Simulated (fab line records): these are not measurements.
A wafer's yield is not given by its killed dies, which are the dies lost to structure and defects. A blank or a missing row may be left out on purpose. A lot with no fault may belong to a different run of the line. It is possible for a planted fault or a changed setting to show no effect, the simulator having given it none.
Lot-split experiment | flow berkeleyCmos170 | on a route of 331 steps: 5 lots, 23 wafers read

THE SPLIT
At UCB170_NWELL_PEB_10, the setting pebTempC was moved away from the recipe's 130 C on 10 of the 23 wafers read, by -0.9% to +2.4%. The other wafers ran this setting at the recipe's value.

SPLIT TO READING: what lies between them in the file, 1 step
- UCB170_NWELL_DEVELOP_11: develop time 45 s

THE READING
NWELL.cdNm (the simulator's own value, which no gauge read), in nm, at UCB170_NWELL_ETCH_13 (etches Si3N4 in CH3F/Ar/O2, stops on SiO2, target depth 246.4 nm, time 154 s). The file does not state a usual value for it. Across the 13 wafers here that went through the recipe, the average is 3000 nm and the standard deviation 1.2 nm.

wafer  | tool, chamber at the split | pebTempC as run, C | against the recipe | NWELL.cdNm, nm | against lot-mates on the recipe
L075.1 | lithoTrack-03, 0           | 130                | recipe             | 3000           | -
L075.2 | lithoTrack-03, 0           | 130                | recipe             | 2999           | -
L075.4 | lithoTrack-03, 0           | 130                | recipe             | 2999           | -
L074.2 | lithoTrack-01, 0           | 130                | recipe             | 3000           | -
L074.3 | lithoTrack-01, 0           | 128.8              | -0.9%              | 2993           | -8
L074.5 | lithoTrack-01, 0           | 128.8              | -0.9%              | 2993           | -8
L074.4 | lithoTrack-01, 0           | 130                | recipe             | 3002           | -
L074.6 | lithoTrack-01, 0           | 130                | recipe             | 3002           | -
L080.1 | lithoTrack-03, 0           | 130                | recipe             | 3001           | -
L080.2 | lithoTrack-03, 0           | 132.4              | +1.8%              | 3016           | +16
L080.4 | lithoTrack-03, 0           | 132.4              | +1.8%              | 3015           | +14
L080.5 | lithoTrack-03, 0           | 132.4              | +1.8%              | 3015           | +14
L080.6 | lithoTrack-03, 0           | 130                | recipe             | 3000           | -
L084.1 | lithoTrack-03, 0           | 130                | recipe             | 3000           | -
L084.2 | lithoTrack-03, 0           | 131.5              | +1.2%              | 3009           | +10
L084.3 | lithoTrack-03, 0           | 131.5              | +1.2%              | 3009           | +10
L084.4 | lithoTrack-03, 0           | 131.5              | +1.2%              | 3009           | +10
L084.6 | lithoTrack-03, 0           | 130                | recipe             | 2999           | -
L083.1 | lithoTrack-01, 0           | 130                | recipe             | 2998           | -
L083.5 | lithoTrack-01, 0           | 130                | recipe             | 2998           | -
L083.3 | lithoTrack-01, 0           | 130                | recipe             | 2999           | -
L083.4 | lithoTrack-01, 0           | 133.1              | +2.4%              | 3017           | +19
L083.6 | lithoTrack-01, 0           | 133.1              | +2.4%              | 3016           | +18

FIT RESULTS
A straight line over all 23 wafers: NWELL.cdNm changes by +7.65 nm for each +1% of pebTempC; r = +0.99; the points scatter about the line by 1.2 nm.
The same after taking each lot's own level away (the mean of its wafers on the recipe; 23 wafers): +8.01 nm for each +1%; r = +1.00; scatter 0.67 nm.
Per that fit: largest pebTempC move, reading shift of 19 nm.
Across the lots, their own levels run from 2998.3 to 3001.3 nm, a range of 2.4 times the standard deviation given above.
The two slopes are in agreement: the lot-to-lot level therefore moves the slope only a little.
Check: for one of the wafers moved furthest among these (+2.4%), held out of the fit, the line's prediction against its lot-mates is +19 nm. Against them it came out at +18.7 nm.

THESE WAFERS: OTHER SPLITS
Note: prior to the reading, these wafers also went through further splits. Each is held against what the fit with the lots' levels taken away leaves over:
other split on the same wafers  | wafers away from the commonest value | r with NWELL.cdNm (lot level and that fit taken away)
UCB170_START_OXIDATION_02 tempC | 18                                   | +0.33
UCB170_NWELL_OXIDATION_01 tempC | 15                                   | -0.07

THE FILE'S OWN FIT
NWELL.cdNm changes by +8.04 nm for each +1% of pebTempC, r = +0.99.
